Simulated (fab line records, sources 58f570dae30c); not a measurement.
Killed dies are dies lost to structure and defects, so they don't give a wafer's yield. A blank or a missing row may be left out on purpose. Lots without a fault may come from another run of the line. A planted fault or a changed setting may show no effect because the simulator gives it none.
Split-lot experiment | flow berkeley_cmos170 | 5 lots, 23 wafers read, on a route of 331 steps

THE SPLIT
At UCB170_M1_COAT_04 (resist thk 900 nm), the setting resist_thk_nm was moved away from the recipe's 900 nm on 6 of the 23 wafers read, by +2.2% to +5.1%. The other wafers ran this setting at the recipe's value.

The reading is taken at the split's own step.

THE READING
KrF_of_M1_COAT_04.thk_nm (the simulator's own value, which no gauge read), in nm, at UCB170_M1_COAT_04 (resist thk 900 nm). The file gives no usual value for it. The 17 wafers here that ran the recipe average 901.3 nm, standard deviation 2.2 nm.

wafer  | tool, chamber at the split | resist_thk_nm as run, nm | against the recipe | KrF_of_M1_COAT_04.thk_nm, nm | against lot-mates on the recipe
L076.1 | litho_track-03, 0          | 900                      | recipe             | 899.1                        | -
L076.2 | litho_track-03, 0          | 900                      | recipe             | 896.9                        | -
L076.3 | litho_track-03, 0          | 900                      | recipe             | 899                          | -
L076.5 | litho_track-03, 0          | 900                      | recipe             | 901.5                        | -
L076.6 | litho_track-03, 0          | 900                      | recipe             | 899.5                        | -
L081.1 | litho_track-01, 0          | 900                      | recipe             | 903.3                        | -
L081.4 | litho_track-01, 0          | 900                      | recipe             | 903.8                        | -
L081.5 | litho_track-01, 0          | 900                      | recipe             | 905.6                        | -
L080.1 | litho_track-03, 0          | 900                      | recipe             | 902.4                        | -
L080.2 | litho_track-03, 0          | 919.6                    | +2.2%              | 920.1                        | +17.6
L080.4 | litho_track-03, 0          | 919.6                    | +2.2%              | 920.5                        | +18.0
L080.5 | litho_track-03, 0          | 919.6                    | +2.2%              | 921.4                        | +18.9
L080.6 | litho_track-03, 0          | 900                      | recipe             | 902.7                        | -
L079.1 | litho_track-02, 0          | 900                      | recipe             | 901.6                        | -
L079.2 | litho_track-02, 0          | 900                      | recipe             | 900.8                        | -
L079.3 | litho_track-02, 0          | 900                      | recipe             | 899.4                        | -
L079.4 | litho_track-02, 0          | 900                      | recipe             | 900.6                        | -
L079.6 | litho_track-02, 0          | 900                      | recipe             | 899.3                        | -
L082.1 | litho_track-01, 0          | 945.7                    | +5.1%              | 949.1                        | +45.4
L082.2 | litho_track-01, 0          | 945.7                    | +5.1%              | 949                          | +45.3
L082.3 | litho_track-01, 0          | 900                      | recipe             | 903.5                        | -
L082.4 | litho_track-01, 0          | 900                      | recipe             | 903.9                        | -
L082.6 | litho_track-01, 0          | 945.7                    | +5.1%              | 950.1                        | +46.4

THE FIT
A straight line over all 23 wafers: KrF_of_M1_COAT_04.thk_nm changes by +9.4 nm for each +1% of resist_thk_nm; r = +0.99; the points scatter about the line by 2.1 nm.
The same after taking each lot's own level away (the mean of its wafers on the recipe; 23 wafers): +8.92 nm for each +1%; r = +1.00; scatter 1.1 nm.
On that fit, the largest move of resist_thk_nm shifts the reading by 45 nm.
The lots' own levels span 899.20 to 904.23 nm, that is 2.3 times the standard deviation above.
So the lot-to-lot level changes the slope little: the two slopes agree.
Check: with one of the wafers moved furthest among these (+5.1%) left out of the fit, the line predicts +45.1 nm for it against its lot-mates. It came out at +45.4 nm against them.

OTHER SPLITS ON THESE WAFERS
These wafers also went through other splits before the reading. Each is held against what the fit with the lots' levels taken away leaves over:
other split on the same wafers   | wafers away from the commonest value | r with KrF_of_M1_COAT_04.thk_nm (lot level and that fit taken away)
UCB170_CONTACT_CVD_01 temp_c     | 18                                   | -0.09
UCB170_CONTACT_PEB_13 peb_temp_c | 7                                    | -0.09

THE FILE'S OWN FIT
KrF_of_M1_COAT_04.thk_nm changes by +8.9 nm for each +1% of resist_thk_nm, r = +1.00.
